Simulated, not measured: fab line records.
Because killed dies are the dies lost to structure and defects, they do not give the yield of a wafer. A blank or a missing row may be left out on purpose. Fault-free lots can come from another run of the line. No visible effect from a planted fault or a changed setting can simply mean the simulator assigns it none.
One fault through the eyes of 2 desks	flow rit cmos	each desk holds nothing but its own numbers, with what lay behind them at the end

## METROLOGY DESK
What the gauges read for every lot (on any tool): the sampled wafers with a number, averaged. A lot is out of limits, marked OUT, if its mean lies more than 4 standard deviations from the usual mean; the brackets give that distance.
Columns: A = CONTACT_TEOS_THK at RIT_CONTACT_THK_MEAS_01, usual 402 nm
lot	first seen here	A
L443	day 3 08:47	402
L444	day 3 14:37	394
L446	day 4 02:55	400
L447	day 4 07:41	396
L451	day 4 20:17	421
L454	day 5 11:16	430 (+4.2) OUT
L455	day 5 15:55	403
L456	day 5 21:15	397
L458	day 6 07:28	407
L459	day 6 12:11	398
L461	day 6 21:50	402
L462	day 7 01:17	402
L465	day 7 16:23	398
L466	day 7 21:25	404
This desk's finding: out of limits on L454; first on L454, day 5 11:16 (CONTACT_TEOS_THK at RIT_CONTACT_THK_MEAS_01). L443, L444, L446, L447, L451, L455, L456, L458, L459, L461, L462, L465, L466: within limits.

## AT THE TOOL OWNER'S DESK: pecvd-02
The tool's own readings at RIT_CONTACT_CVD_00 (deposits SiO2 from TEOS, target thk 400 nm, time 61 s): means of the sampled wafers that have a number, for each lot that ran on this tool. A lot is out of limits, marked OUT, if its mean lies more than 4 standard deviations from the usual mean; the brackets give that distance.
Columns: A = heater power w at RIT_CONTACT_CVD_00, usual 330 W; B = rf fwd power W at RIT_CONTACT_CVD_00, usual 396.7 W
lot	first seen here	A	B
L443	day 3 08:43	342	397.3
L451	day 4 20:14	285	449.0 (+31) OUT
L454	day 5 11:12	354	501.7 (+62) OUT
L466	day 7 21:20	393	395.1
Finding of this desk: L451, L454 out of limits; the first was L451 at day 4 20:14, on rf fwd power W at RIT_CONTACT_CVD_00. L443, L466: within limits.

## ALL TOGETHER
At day 4 20:14, on L451, L454, the tool owner's desk was in a position to raise an alarm.
L454 would have let the metrology desk raise an alarm at day 5 11:16.
The metrology desk holds a record of L451, inside its limits.
Every lot named ran RIT_CONTACT_CVD_00 on pecvd-02.

## WHAT HAD BEEN PUT IN BY THE SIMULATOR
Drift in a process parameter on pecvd-02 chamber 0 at RIT_CONTACT_CVD_00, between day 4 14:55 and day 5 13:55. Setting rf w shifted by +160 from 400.
Struck lots among those shown: L451, L454.
Hours from the fault's start to each desk's first reading out of limits: the tool owner's desk, 5; the metrology desk, 20.
